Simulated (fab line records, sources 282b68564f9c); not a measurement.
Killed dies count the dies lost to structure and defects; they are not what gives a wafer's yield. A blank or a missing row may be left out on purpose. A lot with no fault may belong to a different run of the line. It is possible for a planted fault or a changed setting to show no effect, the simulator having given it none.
fab line records -- flow rit_cmos
record lots=14, wafers=42, last_day=7
route steps=202 shown PLDD@122 NLDD@160 M1@202
lots that met no fault: taken from a fault-free run of the same line
start_h: hours from the record's opening day to when the first of the lot's shown wafers began -- wait_h: time in hours since the lot's previous step -- " the same as in the row above -- L1.1+2: one row covering several wafers at once -- - no value, or no start given -- * or withheld: withheld -- < > ~ a bound
route shown NAME@n: a module of which the file shows steps, and the number in the route of the first -- usual: mean and standard deviation over wafers with no fault -- same: alike in all rows -- chamber/n: place in a boat -- sites: readings site by site -- _std_site: how widely they spread, as a standard deviation -- _edge_site: the outer-site mean with the inner-site mean subtracted -- radius_mm: how far each site lies from the wafer's centre -- mask NAME#n: copy n -- behind: the tool/chamber that last shaped the wafer -- hold: reason for holding the lot/hours on hold/outcome of the hold -- device: which transistor (n, p or np) failed to switch -- end of line: tests of these same wafers at the route's end -- a step without rows: its recipe alone -- killed: count of dies lost to structure and defects at first sort (not the wafer's yield) -- map: a wafer's dies, x killed, . not, _ none there
set.NAME: setting as actually run; set.NAME@STEP: the setting as run at that earlier step -- model.NAME: the simulator's own value behind a step, which no gauge read
steps of the route over a sample of lots; a table a step, a row a wafer
services: a tool's chamber out of use, with start hour (start_h, from the record's first day; less than 0 if before it), hours out, and reason
## steps
# step RIT_PLDD_IMPLANT_08
# recipe species=BF2, energy_kev=20, dose_cm2=9e+14, tilt_deg=7
# usual beam_energy_keV=20.000/0.0059, tilt_deg=7.002/0.019
lot.wafer,tool,chamber,start_h,wait_h,beam_energy_keV,tilt_deg
L318.1,implanter-02,0,47.12,0.1,19.994,7.017
L318.3,implanter-02,0,47.12,0.1,19.995,6.999
L318.5,implanter-02,0,47.12,0.1,19.992,7.035
L319.1,implanter-01,0,48.49,0.1,19.996,6.982
L319.2,implanter-01,0,48.49,0.1,20.008,7.005
L319.4,implanter-01,0,48.49,0.1,19.995,7.006
L320.2,implanter-01,0,58.28,0.1,20.004,7.020
L320.3,implanter-01,0,58.28,0.1,19.992,6.988
L320.5,implanter-01,0,58.28,0.1,20.003,6.996
L321.1,implanter-04,0,59.87,0.1,20.005,6.981
L321.4,implanter-04,0,59.87,0.1,19.995,7.002
L321.6,implanter-04,0,59.87,0.1,19.992,6.981
L322.1,implanter-02,0,63.71,0.1,20.007,6.993
L322.2,implanter-02,0,63.71,0.1,20.005,7.031
L322.6,implanter-02,0,63.71,0.1,20.004,7.021
L323.1,implanter-01,0,71.60,0.1,19.998,6.970
L323.2,implanter-01,0,71.60,0.1,20.011,6.986
L323.5,implanter-01,0,71.60,0.1,20.006,6.998
L327.3,implanter-02,0,88.44,0.1,19.988,7.006
L327.4,implanter-02,0,88.44,0.1,19.992,7.012
L327.6,implanter-02,0,88.44,0.1,19.994,6.981
L329.3,implanter-02,0,100.22,0.1,19.997,6.984
L329.5,implanter-02,0,100.22,0.1,20.001,7.001
L329.6,implanter-02,0,100.22,0.1,19.989,7.005
L331.1,implanter-01,0,109.49,0.1,19.996,6.996
L331.2,implanter-01,0,109.49,0.1,19.992,7.015
L331.6,implanter-01,0,109.49,0.1,20.000,7.024
L332.3,implanter-04,0,115.24,0.1,19.992,7.012
L332.4,implanter-04,0,115.24,0.1,20.004,6.968
L332.6,implanter-04,0,115.24,0.1,20.005,6.994
L338.2,implanter-04,0,142.54,0.1,20.533,7.029
L338.3,implanter-04,0,142.54,0.1,20.530,7.024
L338.5,implanter-04,0,142.54,0.1,20.526,7.001
L339.1,implanter-04,0,148.43,0.1,20.533,7.005
L339.4,implanter-04,0,148.43,0.1,20.530,7.016
L339.5,implanter-04,0,148.43,0.1,20.535,6.991
L340.2,implanter-02,0,153.28,0.1,20.005,7.015
L340.3,implanter-02,0,153.28,0.1,19.993,7.016
L340.6,implanter-02,0,153.28,0.1,20.006,6.979
L341.2,implanter-02,0,158.67,0.1,20.001,7.018
L341.4,implanter-02,0,158.67,0.1,19.996,7.024
L341.6,implanter-02,0,158.67,0.1,20.002,7.008
# step RIT_SDANNEAL_RS_MEAS_06
# recipe thk_meas_gauge=four-point-probe
# usual PLDD_RS=178.8/0.45
lot.wafer,tool,chamber,start_h,wait_h,hold,PLDD_RS[ohm/sq]
L318.1,film_metro-01,-,53.51,0.1,-,179.3
L318.3,film_metro-01,-,53.51,0.1,-,178.6
L318.5,film_metro-01,-,53.51,0.1,-,178.5
L319.1,film_metro-02,-,55.56,0.1,-,179.6
L319.2,film_metro-02,-,55.56,0.1,-,179.7
L319.4,film_metro-02,-,55.56,0.1,-,179.4
L320.2,film_metro-02,-,64.92,0.1,-,178.5
L320.3,film_metro-02,-,64.92,0.1,-,178.4
L320.5,film_metro-02,-,64.92,0.1,-,178.7
L321.1,film_metro-01,-,66.44,0.1,-,179.3
L321.4,film_metro-01,-,66.44,0.1,-,179.0
L321.6,film_metro-01,-,66.44,0.1,-,179.2
L322.1,film_metro-03,-,70.36,0.1,-,178.8
L322.2,film_metro-03,-,70.36,0.1,-,178.7
L322.6,film_metro-03,-,70.36,0.1,-,179.2
L323.1,film_metro-03,-,78.24,0.1,-,178.1
L323.2,film_metro-03,-,78.24,0.1,-,177.7
L323.5,film_metro-03,-,78.24,0.1,-,178.8
L327.3,film_metro-02,-,94.97,0.1,-,179.1
L327.4,film_metro-02,-,94.97,0.1,-,179.5
L327.6,film_metro-02,-,94.97,0.1,-,179.2
L329.3,film_metro-01,-,108.58,0.1,-,178.7
L329.5,film_metro-01,-,108.58,0.1,-,179.0
L329.6,film_metro-01,-,108.58,0.1,-,178.9
L331.1,film_metro-01,-,116.03,0.1,-,178.6
L331.2,film_metro-01,-,116.03,0.1,-,179.0
L331.6,film_metro-01,-,116.03,0.1,-,178.7
L332.3,film_metro-03,-,122.07,0.1,-,179.2
L332.4,film_metro-03,-,122.07,0.1,-,179.0
L332.6,film_metro-03,-,122.07,0.1,-,179.3
L338.2,film_metro-03,-,149.05,0.1,await_dispo/0.2h/release,177.0
L338.3,film_metro-03,-,149.05,0.1,await_dispo/0.2h/release,176.7
L338.5,film_metro-03,-,149.05,0.1,await_dispo/0.2h/release,176.5
L338.2,film_metro-03,-,149.33,0.3,-,176.8
L338.3,film_metro-03,-,149.33,0.3,-,176.9
L338.5,film_metro-03,-,149.33,0.3,-,176.9
L339.1,film_metro-03,-,155.06,0.1,await_dispo/0.2h/release,176.6
L339.4,film_metro-03,-,155.06,0.1,await_dispo/0.2h/release,177.3
L339.5,film_metro-03,-,155.06,0.1,await_dispo/0.2h/release,177.0
L339.1,film_metro-03,-,155.34,0.3,-,176.7
L339.4,film_metro-03,-,155.34,0.3,-,177.4
L339.5,film_metro-03,-,155.34,0.3,-,177.2
L340.2,film_metro-02,-,160.74,0.1,-,179.3
L340.3,film_metro-02,-,160.74,0.1,-,178.7
L340.6,film_metro-02,-,160.74,0.1,-,178.9
L341.2,film_metro-02,-,166.00,0.1,-,178.4
L341.4,film_metro-02,-,166.00,0.1,-,178.5
L341.6,film_metro-02,-,166.00,0.1,-,178.7
# step RIT_SDANNEAL_RS_MEAS_07
# recipe thk_meas_gauge=four-point-probe
# usual NLDD_RS=151.5/0.51
lot.wafer,tool,chamber,start_h,wait_h,hold,NLDD_RS[ohm/sq]
L318.1,film_metro-01,-,53.63,0.1,-,152.3
L318.3,film_metro-01,-,53.63,0.1,-,151.7
L318.5,film_metro-01,-,53.63,0.1,-,151.8
L319.1,film_metro-02,-,55.68,0.1,-,152.3
L319.2,film_metro-02,-,55.68,0.1,-,151.1
L319.4,film_metro-02,-,55.68,0.1,-,151.3
L320.2,film_metro-02,-,65.04,0.1,-,151.7
L320.3,film_metro-02,-,65.04,0.1,-,151.8
L320.5,film_metro-02,-,65.04,0.1,-,152.1
L321.1,film_metro-01,-,66.56,0.1,-,151.9
L321.4,film_metro-01,-,66.56,0.1,-,151.6
L321.6,film_metro-01,-,66.56,0.1,-,151.9
L322.1,film_metro-03,-,70.48,0.1,-,150.9
L322.2,film_metro-03,-,70.48,0.1,-,150.3
L322.6,film_metro-03,-,70.48,0.1,-,150.8
L323.1,film_metro-03,-,78.36,0.1,-,150.8
L323.2,film_metro-03,-,78.36,0.1,-,150.9
L323.5,film_metro-03,-,78.36,0.1,-,150.8
L327.3,film_metro-02,-,95.09,0.1,-,151.2
L327.4,film_metro-02,-,95.09,0.1,-,151.8
L327.6,film_metro-02,-,95.09,0.1,-,151.4
L329.3,film_metro-01,-,108.70,0.1,-,152.0
L329.5,film_metro-01,-,108.70,0.1,-,151.7
L329.6,film_metro-01,-,108.70,0.1,-,151.5
L331.1,film_metro-01,-,116.15,0.1,-,151.9
L331.2,film_metro-01,-,116.15,0.1,-,151.2
L331.6,film_metro-01,-,116.15,0.1,-,150.8
L332.3,film_metro-03,-,122.19,0.1,-,151.4
L332.4,film_metro-03,-,122.19,0.1,-,151.1
L332.6,film_metro-03,-,122.19,0.1,-,151.3
L338.2,film_metro-03,-,151.52,2.2,await_dispo/2.1h/release,151.8
L338.3,film_metro-03,-,151.52,2.2,await_dispo/2.1h/release,151.7
L338.5,film_metro-03,-,151.52,2.2,await_dispo/2.1h/release,151.4
L339.1,film_metro-03,-,157.25,1.9,await_dispo/1.8h/release,151.1
L339.4,film_metro-03,-,157.25,1.9,await_dispo/1.8h/release,151.2
L339.5,film_metro-03,-,157.25,1.9,await_dispo/1.8h/release,151.2
L340.2,film_metro-02,-,160.86,0.1,-,151.1
L340.3,film_metro-02,-,160.86,0.1,-,150.7
L340.6,film_metro-02,-,160.86,0.1,-,150.4
L341.2,film_metro-02,-,166.12,0.1,-,151.1
L341.4,film_metro-02,-,166.12,0.1,-,151.1
L341.6,film_metro-02,-,166.12,0.1,-,151.3
# step RIT_M1_PROBE_99
# usual killed_at_M0_to_M3=0.0/0.12, killed_at_contacts=0.1/0.31, killed_at_front_end=7/3.2, killed_dies=7/3.2, killed_open=3.6/2.1, killed_short=3.5/2.1
# same gross_dies=264, killed_at_M4_up=0, killed_at_back_side=0, killed_at_other=0
lot.wafer,tool,chamber,start_h,wait_h,killed_at_M0_to_M3,killed_at_contacts,killed_at_front_end,killed_dies,killed_open,killed_short
L318.1,prober-01,-,60.95,0.1,0,0,6,6,3,3
L318.3,prober-01,-,61.05,0.2,0,0,2,2,0,2
L318.5,prober-01,-,61.15,0.2,0,0,5,5,3,2
L319.1,prober-02,-,63.67,0.1,0,0,1,1,0,1
L319.2,prober-02,-,63.72,0.1,0,0,6,6,2,4
L319.4,prober-02,-,63.82,0.2,0,0,4,4,3,1
L321.1,prober-02,-,73.67,0.1,0,0,2,2,2,0
L321.4,prober-02,-,73.82,0.2,0,1,6,7,2,5
L321.6,prober-02,-,73.92,0.2,0,0,5,5,1,4
L320.2,prober-01,-,73.72,0.1,0,0,14,14,3,9
L320.3,prober-01,-,73.77,0.2,0,0,12,12,8,4
L320.5,prober-01,-,73.87,0.2,0,0,11,11,6,4
L322.1,prober-02,-,77.95,0.1,0,0,11,11,7,4
L322.2,prober-02,-,78.00,0.1,0,0,5,5,2,3
L322.6,prober-02,-,78.20,0.2,0,0,6,6,2,4
L323.1,prober-01,-,85.74,0.1,0,0,6,6,3,3
L323.2,prober-01,-,85.79,0.1,0,0,7,7,4,3
L323.5,prober-01,-,85.94,0.2,0,0,5,5,3,2
L327.3,prober-01,-,103.14,0.2,0,0,5,5,2,3
L327.4,prober-01,-,103.19,0.2,0,0,10,10,8,2
L327.6,prober-01,-,103.29,0.2,0,0,7,7,4,3
L329.3,prober-01,-,115.79,0.2,0,0,6,6,3,3
L329.5,prober-01,-,115.89,0.2,0,0,6,6,5,1
L329.6,prober-01,-,115.94,0.2,0,0,4,4,2,2
L331.1,prober-01,-,123.67,0.1,0,0,7,7,3,4
L331.2,prober-01,-,123.72,0.1,0,0,5,5,2,3
L331.6,prober-01,-,123.92,0.2,0,0,9,9,2,7
L332.3,prober-02,-,129.80,0.2,0,0,6,6,4,2
L332.4,prober-02,-,129.85,0.2,0,0,13,13,6,7
L332.6,prober-02,-,129.95,0.2,0,0,5,5,4,1
L338.2,prober-02,-,159.52,0.1,0,0,2,2,0,2
L338.3,prober-02,-,159.57,0.2,0,0,6,6,2,4
L338.5,prober-02,-,159.67,0.2,0,0,10,10,1,9
L339.1,prober-01,-,165.17,0.1,0,2,5,7,4,3
L339.4,prober-01,-,165.32,0.2,0,0,10,10,5,5
L339.5,prober-01,-,165.37,0.2,1,0,8,9,8,1
L340.2,prober-02,-,167.92,0.1,0,0,4,4,2,2
L340.3,prober-02,-,167.97,0.2,0,1,6,7,4,3
L340.6,prober-02,-,168.12,0.2,0,0,4,4,2,2
L341.2,prober-01,-,173.05,0.1,0,1,8,9,6,3
L341.4,prober-01,-,173.15,0.2,0,0,12,12,8,4
L341.6,prober-01,-,173.25,0.2,0,0,10,10,4,5
# killed by level:class
L318.1 SILICIDE:geometric_particle:open=2 FOX2:geometric_particle:short=1 GATE:geometric_particle:short=1 SPACER:geometric_particle:open=1 SPACER:geometric_particle:short=1
L318.3 FOX1:geometric_particle:short=2
L318.5 SPACER:geometric_particle:short=2 GATE:geometric_particle:open=1 REOX:geometric_particle:open=1 SILICIDE:geometric_particle:open=1
L319.1 SILICIDE:geometric_particle:short=1
L319.2 GATE:geometric_particle:short=3 FOX1:geometric_particle:short=1 FOX2:geometric_particle:open=1 SILICIDE:geometric_particle:open=1
L319.4 FOX2:geometric_particle:open=1 GATE:geometric_particle:open=1 GATE:geometric_particle:short=1 REOX:geometric_particle:open=1
L321.1 GATE:geometric_particle:open=1 SPACER:geometric_particle:open=1
L320.2 GATE:geometric_particle:short=3 FOX1:geometric_particle:short=2 FOX2:geometric_particle:open=2 FOX2:geometric_particle:short=2 REOX:geometric_particle:short=2 PLDD:coat_microbubble_printed=2 GATE:geometric_particle:open=1
L320.3 GATE:geometric_particle:open=6 GATE:geometric_particle:short=2 FOX1:geometric_particle:open=1 FOX2:geometric_particle:open=1 SPACER:geometric_particle:short=1 SILICIDE:geometric_particle:short=1
L321.4 FOX1:geometric_particle:open=1 FOX1:geometric_particle:short=1 GATE:geometric_particle:short=1 REOX:geometric_particle:open=1 SPACER:geometric_particle:short=1 SILICIDE:geometric_particle:short=1 CONTACT:geometric_particle:short=1
L320.5 GATE:geometric_particle:open=4 REOX:geometric_particle:short=2 SILICIDE:geometric_particle:open=2 FOX1:geometric_particle:short=1 FOX2:geometric_particle:short=1 PLDD:coat_microbubble_printed=1
L321.6 GATE:geometric_particle:short=2 FOX1:geometric_particle:open=1 SILICIDE:geometric_particle:short=1 SPACER:geometric_particle:short=1
L322.1 SPACER:geometric_particle:open=4 REOX:geometric_particle:open=2 SPACER:geometric_particle:short=2 SILICIDE:geometric_particle:short=2 GATE:geometric_particle:open=1
L322.2 SILICIDE:geometric_particle:short=2 FOX1:geometric_particle:open=1 GATE:geometric_particle:short=1 SPACER:geometric_particle:open=1
L322.6 REOX:geometric_particle:open=2 SILICIDE:geometric_particle:short=2 REOX:geometric_particle:short=1 SPACER:geometric_particle:short=1
L323.1 GATE:geometric_particle:open=2 REOX:geometric_particle:short=1 SPACER:geometric_particle:short=1 SILICIDE:geometric_particle:open=1 SILICIDE:geometric_particle:short=1
L323.2 GATE:geometric_particle:open=2 SPACER:geometric_particle:open=2 GATE:geometric_particle:short=1 REOX:geometric_particle:short=1 SPACER:geometric_particle:short=1
L323.5 FOX1:geometric_particle:open=1 FOX2:geometric_particle:open=1 GATE:geometric_particle:open=1 GATE:geometric_particle:short=1 SPACER:geometric_particle:short=1
L327.3 GATE:geometric_particle:short=2 FOX1:geometric_particle:open=1 REOX:geometric_particle:open=1 REOX:geometric_particle:short=1
L327.4 GATE:geometric_particle:open=6 REOX:geometric_particle:short=2 FOX2:geometric_particle:open=1 REOX:geometric_particle:open=1
L327.6 REOX:geometric_particle:open=3 GATE:geometric_particle:short=1 GATE:geometric_particle:open=1 REOX:geometric_particle:short=1 SILICIDE:geometric_particle:short=1
L329.3 FOX1:geometric_particle:short=2 FOX1:geometric_particle:open=2 GATE:geometric_particle:short=1 REOX:geometric_particle:open=1
L329.5 GATE:geometric_particle:open=2 REOX:geometric_particle:open=2 GATE:geometric_particle:short=1 SPACER:geometric_particle:open=1
L329.6 FOX1:geometric_particle:open=1 GATE:geometric_particle:open=1 GATE:geometric_particle:short=1 SPACER:geometric_particle:short=1
L331.1 GATE:geometric_particle:short=2 GATE:geometric_particle:open=2 SPACER:geometric_particle:short=2 SPACER:geometric_particle:open=1
L331.2 FOX1:geometric_particle:open=2 GATE:geometric_particle:short=2 SPACER:geometric_particle:short=1
L331.6 SPACER:geometric_particle:short=3 FOX1:geometric_particle:short=2 FOX1:geometric_particle:open=1 FOX2:geometric_particle:open=1 GATE:geometric_particle:short=1 REOX:geometric_particle:short=1
L332.3 GATE:geometric_particle:open=3 FOX1:geometric_particle:open=1 REOX:geometric_particle:short=1 SILICIDE:geometric_particle:short=1
L332.4 SILICIDE:geometric_particle:open=5 GATE:geometric_particle:short=4 SPACER:geometric_particle:short=2 GATE:geometric_particle:open=1 SILICIDE:geometric_particle:short=1
L332.6 SILICIDE:geometric_particle:open=3 FOX2:geometric_particle:short=1 REOX:geometric_particle:open=1
L338.2 SPACER:geometric_particle:short=2
L338.3 GATE:geometric_particle:short=3 FOX2:geometric_particle:open=1 SPACER:geometric_particle:open=1 SILICIDE:geometric_particle:short=1
L338.5 REOX:geometric_particle:short=3 SPACER:geometric_particle:short=2 FOX1:geometric_particle:short=1 FOX2:geometric_particle:short=1 GATE:geometric_particle:open=1 GATE:geometric_particle:short=1 SILICIDE:geometric_particle:short=1
L339.1 SILICIDE:geometric_particle:short=2 CONTACT:geometric_particle:open=2 GATE:geometric_particle:short=1 GATE:geometric_particle:open=1 SILICIDE:geometric_particle:open=1
L339.4 GATE:geometric_particle:open=3 FOX2:geometric_particle:short=2 GATE:geometric_particle:short=2 SILICIDE:geometric_particle:open=2 SPACER:geometric_particle:short=1
L339.5 GATE:geometric_particle:open=3 SPACER:geometric_particle:open=3 FOX1:geometric_particle:open=1 REOX:geometric_particle:open=1 M1:geometric_particle:short=1
L340.2 FOX1:geometric_particle:short=2 FOX2:geometric_particle:open=2
L340.3 GATE:geometric_particle:open=2 GATE:geometric_particle:short=2 REOX:geometric_particle:open=1 SPACER:geometric_particle:short=1 CONTACT:geometric_particle:open=1
L340.6 REOX:geometric_particle:short=2 REOX:geometric_particle:open=2
L341.2 GATE:geometric_particle:open=3 FOX2:geometric_particle:short=1 GATE:geometric_particle:short=1 REOX:geometric_particle:open=1 SPACER:geometric_particle:open=1 SILICIDE:geometric_particle:open=1 CONTACT:geometric_particle:short=1
L341.4 GATE:geometric_particle:open=4 FOX2:geometric_particle:open=3 ACTIVE:geometric_particle:short=1 GATE:geometric_particle:short=1 REOX:geometric_particle:short=1 SPACER:geometric_particle:short=1 SPACER:geometric_particle:open=1
L341.6 GATE:geometric_particle:short=3 SILICIDE:geometric_particle:open=2 GATE:geometric_particle:open=1 REOX:geometric_particle:short=1 SPACER:geometric_particle:open=1 SILICIDE:geometric_particle:short=1 PSD:coat_microbubble_printed=1
## services
tool,chamber,start_h,hours,kind
implanter-04,-,26.49,6.9,pm
implanter-04,-,37.59,0.6,repair
implanter-04,-,118.21,3.3,pm
implanter-04,-,123.72,1.7,repair
## key
first_sign step=RIT_PLDD_IMPLANT_08, reading=beam_energy_keV, direction=up, sigmas=90, usual=20.000, struck=20.531
effect step=RIT_SDANNEAL_RS_MEAS_06, reading=PLDD_RS, direction=down, sigmas=4.4, usual=178.8, struck=176.8
met_at RIT_PLDD_IMPLANT_08
struck_lots L338,L339
tester_left_out L338,L339
onset_between 115.24 142.54
fault kind=process_parameter_drift, tool=implanter-04, chamber=-, onset_h=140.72, steps=RIT_PLDD_IMPLANT_08, channel=energy_kev, offset=0.52728, shape=step, end_h=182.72, acts_in=these_recipes_only, stated=20
# tester_left_out: of these lots the tester's yield and bins aren't shown, on N5 and GAA mostly nor the transistor test; their killed dies are dies lost to structure and defects alone, not to doping, threshold or leakage, so they don't give the yield
